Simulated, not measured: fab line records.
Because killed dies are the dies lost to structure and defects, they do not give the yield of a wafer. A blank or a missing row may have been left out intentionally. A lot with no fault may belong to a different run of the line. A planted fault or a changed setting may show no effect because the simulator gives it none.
Which of the tools did it? | flow berkeley_cmos170 | Sampling: 13 lots, 39 wafers, 2 of 331 route steps

== WHAT EACH GAUGE READ, for each wafer ==
UCB170_CONTACT_THK_MEAS_02.
lot  | measured     | on            | CONTACT_PSG_THK (nm)
L999 | day 9 01:33  | film_metro-02 | 695 708 696
L100 | day 9 01:34  | film_metro-01 | 698 693 697
L101 | day 9 01:44  | film_metro-04 | 690 687 688
L106 | day 10 13:24 | film_metro-02 | 684 694 691
L108 | day 10 22:35 | film_metro-02 | 973 974 972 971 975 973
L109 | day 10 22:35 | film_metro-04 | 977 978 974 976 977 974
L113 | day 11 12:12 | film_metro-01 | 702 705 704
L111 | day 11 13:59 | film_metro-01 | 694 703 703
L115 | day 11 22:25 | film_metro-01 | 699 692 696
L118 | day 12 19:02 | film_metro-01 | 707 704 706
L120 | day 12 19:03 | film_metro-02 | 693 692 692
L122 | day 13 14:38 | film_metro-02 | 700 697 698
L121 | day 13 14:41 | film_metro-04 | 693 696 695

== WHICH TOOL RAN EACH LOT (tool, then ch and the chambers of the sampled wafers, then the start) ==
lot  | UCB170_CONTACT_CVD_01
L999 | lpcvd-01 ch 0, day 8 23:46
L100 | lpcvd-01 ch 1, day 8 23:46
L101 | lpcvd-02 ch 1, day 8 23:56
L106 | lpcvd-01 ch 0, day 10 11:36
L108 | lpcvd-01 ch 1, day 10 19:54
L109 | lpcvd-01 ch 1, day 10 19:54
L113 | lpcvd-02 ch 0, day 11 10:25
L111 | lpcvd-02 ch 0, day 11 12:11
L115 | lpcvd-02 ch 0, day 11 20:37
L118 | lpcvd-02 ch 1, day 12 17:15
L120 | lpcvd-02 ch 0, day 12 17:15
L122 | lpcvd-01 ch 0, day 13 12:52
L121 | lpcvd-02 ch 0, day 13 12:55
- UCB170_CONTACT_CVD_01: deposits PSG from SiH4/O2/PH3, target thk 700 nm, time 2820 s.

== AS READ BY THE TOOLS THEMSELVES (means over the sampled wafers that have a number; for cases with no such wafer, the mark the record gives instead) ==
UCB170_CONTACT_CVD_01.
lot  | tool     | ph3_flow_sccm (sccm)
L999 | lpcvd-01 | 24.92
L100 | lpcvd-01 | 24.94
L101 | lpcvd-02 | 25.05
L106 | lpcvd-01 | 24.97
L108 | lpcvd-01 | 24.95
L109 | lpcvd-01 | 25.07
L113 | lpcvd-02 | 25.03
L111 | lpcvd-02 | 24.94
L115 | lpcvd-02 | 25.10
L118 | lpcvd-02 | 25.03
L120 | lpcvd-02 | 25.00
L122 | lpcvd-01 | 25.08
L121 | lpcvd-02 | 25.00

== THE ANSWER, worked out from the rows above alone ==
Rule: the usual values come from the lots themselves. The widest of any qualifying gaps counts: lots, ordered by their means at a reading, are off when they make up no more than a third of the lots, leave a main group of 4 or more, and stand apart from it by 3 or more times the standard deviation of that group's means. The tables above print the reading to a certain number of digits; a main group whose means all agree to those digits is not used. Also off: a lot with no number at a reading for which 4 or more lots have one. Any other lot the step has rows for is counted as sound. The gauges are gone through in route order, then the tools' own readings, and for those a lot's mean is taken as printed above. At the first step where some lot is off, the reading lying furthest off is the one used; lots without a number count as furthest.
Off: L108, L109, at UCB170_CONTACT_THK_MEAS_02 (CONTACT_PSG_THK). Main group: mean 697 nm, sd 5.2.
If a tool, at a process step before that reading, ran all the lots that are off and no sound lot after the first of them, it fits. Gauges at UCB170_CONTACT_THK_MEAS_02: tried the same way as those tools. Not one of the candidates tried fits.

== WHAT THE SIMULATOR PUT IN ==
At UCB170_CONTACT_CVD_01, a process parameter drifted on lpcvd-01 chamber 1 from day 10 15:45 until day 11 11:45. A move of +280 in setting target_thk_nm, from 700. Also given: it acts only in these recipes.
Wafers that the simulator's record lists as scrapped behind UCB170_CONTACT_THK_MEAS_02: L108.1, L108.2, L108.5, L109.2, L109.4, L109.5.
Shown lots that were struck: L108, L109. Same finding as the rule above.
